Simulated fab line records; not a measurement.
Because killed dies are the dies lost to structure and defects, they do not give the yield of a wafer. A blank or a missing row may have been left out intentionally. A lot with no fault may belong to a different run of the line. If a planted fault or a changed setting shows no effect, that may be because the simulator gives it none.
Check of tool commonality -- flow rit-cmos -- Lots sampled 14, wafers sampled 48

== REASON IT WAS OPENED ==
RIT_PRETRO_TW_MEAS_10, reading PRETRO_TW: flagged on 2 of 14 lots. Fault-free wafers read 474, with a standard deviation of 3.4.
Rule: a lot is flagged when every wafer of it that has a number lies more than 4 standard deviations from that mean, or none has a number. The rest of the lots are taken to be sound.

lot,measured,on,"PRETRO_TW, wafer by wafer",flag
L811,day 2 08:36,film-metro-01,470 469 473,
L814,day 2 23:41,film-metro-04,474 473 474,
L815,day 3 03:59,film-metro-04,474 476 474,
L816,day 3 10:14,film-metro-04,477 476 474,
L817,day 3 14:04,film-metro-04,475 475 476,
L818,day 3 18:52,film-metro-01,474 472 479,
L820,day 4 04:19,film-metro-02,475 477 475,
L821,day 4 10:34,film-metro-02,479 478 479,
L823,day 4 20:13,film-metro-04,391 394 394 392 394 392,FLAGGED
L825,day 5 06:01,film-metro-01,390 390 392 393 394 391,FLAGGED
L830,day 6 10:05,film-metro-02,481 480 480,
L831,day 6 13:03,film-metro-04,477 475 475,
L833,day 6 21:54,film-metro-01,475 473 477,
L834,day 7 03:07,film-metro-04,476 475 474,
Average over the flagged lots: 392; offset from the usual -82, equal to -24 standard deviations.

== WHICH TOOL RAN EACH LOT ==
3 process steps preceding the reading are held in the record, out of 202 steps in the route. Every cell lists first the tool, next ch and the chambers used by the sampled wafers, and last the start.
lot,flag,RIT_NWELL_STRIP_09,RIT_NRETRO_STRIP_09,RIT_PRETRO_IMPLANT_08
L811,,"plasma-asher-03 ch 0,1, day 1 21:56","plasma-asher-02 ch 0,1, day 2 06:54","implanter-02 ch 0, day 2 08:19"
L814,,"plasma-asher-01 ch 0,1, day 2 13:10","plasma-asher-03 ch 0,1, day 2 21:52","implanter-02 ch 0, day 2 23:25"
L815,,"plasma-asher-01 ch 0,1, day 2 17:32","plasma-asher-02 ch 0,1, day 3 02:13","implanter-02 ch 0, day 3 03:43"
L816,,"plasma-asher-04 ch 0,1, day 2 23:41","plasma-asher-04 ch 1, day 3 08:23","implanter-02 ch 0, day 3 09:56"
L817,,"plasma-asher-03 ch 0,1, day 3 03:21","plasma-asher-04 ch 0, day 3 12:20","implanter-03 ch 0, day 3 13:44"
L818,,"plasma-asher-03 ch 0,1, day 3 08:35","plasma-asher-04 ch 0,1, day 3 17:08","implanter-03 ch 0, day 3 18:32"
L820,,"plasma-asher-01 ch 0,1, day 3 17:55","plasma-asher-04 ch 0,1, day 4 02:28","implanter-02 ch 0, day 4 04:00"
L821,,"plasma-asher-04 ch 0,1, day 4 00:17","plasma-asher-04 ch 0,1, day 4 08:50","implanter-03 ch 0, day 4 10:14"
L823,FLAGGED,"plasma-asher-03 ch 0,1, day 4 09:41","plasma-asher-02 ch 0,1, day 4 18:21","implanter-03 ch 0, day 4 19:55"
L825,FLAGGED,"plasma-asher-01 ch 0,1, day 4 19:32","plasma-asher-02 ch 0,1, day 5 04:10","implanter-03 ch 0, day 5 05:43"
L830,,"plasma-asher-03 ch 0,1, day 5 21:18","plasma-asher-02 ch 0,1, day 6 08:17","implanter-02 ch 0, day 6 09:48"
L831,,"plasma-asher-01 ch 0,1, day 6 02:29","plasma-asher-04 ch 0,1, day 6 11:12","implanter-02 ch 0, day 6 12:44"
L833,,"plasma-asher-04 ch 0,1, day 6 11:32","plasma-asher-04 ch 0,1, day 6 20:13","implanter-01 ch 0, day 6 21:36"
L834,,"plasma-asher-04 ch 0,1, day 6 15:56","plasma-asher-02 ch 0,1, day 7 01:17","implanter-01 ch 0, day 7 02:49"
What the steps here do:
- RIT_NWELL_STRIP_09: strips in O2, time 180 s.
- RIT_NRETRO_STRIP_09: strips in O2, time 180 s.
- RIT_PRETRO_IMPLANT_08
- RIT_PRETRO_TW_MEAS_10

== FLAGGED OVER TOTAL, TOOL BY TOOL (the gauges that took the reading come last) ==
step,tool,lots run,flagged,share of the flagged lots,sound lots run after its first flagged lot
RIT_NWELL_STRIP_09,plasma-asher-01,5,1,some,1 (L831)
RIT_NWELL_STRIP_09,plasma-asher-03,5,1,some,1 (L830)
RIT_NWELL_STRIP_09,plasma-asher-04,4,0,none,-
RIT_NRETRO_STRIP_09,plasma-asher-02,6,2,all,"2 (L830,L834)"
RIT_NRETRO_STRIP_09,plasma-asher-03,1,0,none,-
RIT_NRETRO_STRIP_09,plasma-asher-04,7,0,none,-
RIT_PRETRO_IMPLANT_08,implanter-01,2,0,none,-
RIT_PRETRO_IMPLANT_08,implanter-02,7,0,none,-
RIT_PRETRO_IMPLANT_08,implanter-03,5,2,all,0
RIT_PRETRO_TW_MEAS_10,film-metro-01,4,1,some,1 (L833)
RIT_PRETRO_TW_MEAS_10,film-metro-02,3,0,none,-
RIT_PRETRO_TW_MEAS_10,film-metro-04,7,1,some,"2 (L831,L834)"

== WHAT THE TABLE PERMITS ==
In 2 table rows, all flagged lots were run: plasma-asher-02 (RIT_NRETRO_STRIP_09), implanter-03 (RIT_PRETRO_IMPLANT_08).
- plasma-asher-02 at RIT_NRETRO_STRIP_09: 2 of its 6 lots flagged. Sound lots ran on it after the first flagged one (L830, L834), which a lasting fault on the whole tool wouldn't allow.
- implanter-03 at RIT_PRETRO_IMPLANT_08: 2 of its 5 lots flagged. It ran its last sound lot, L821, at day 4 10:14 and its first flagged lot, L823, at day 4 19:55: a fault with its onset between the two fits. Its own readings lie more than 4 standard deviations out on every wafer of the flagged lots: dose-ions-cm2, faraday-current-uA.
Left over: one tool, implanter-03 at RIT_PRETRO_IMPLANT_08.

== WHAT WAS PUT IN BY THE SIMULATOR ==
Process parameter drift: implanter-03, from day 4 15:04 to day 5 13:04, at RIT_PRETRO_IMPLANT_08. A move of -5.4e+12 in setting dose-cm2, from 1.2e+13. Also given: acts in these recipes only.
Struck lots among those shown: L823, L825. The rule above reached the same finding.
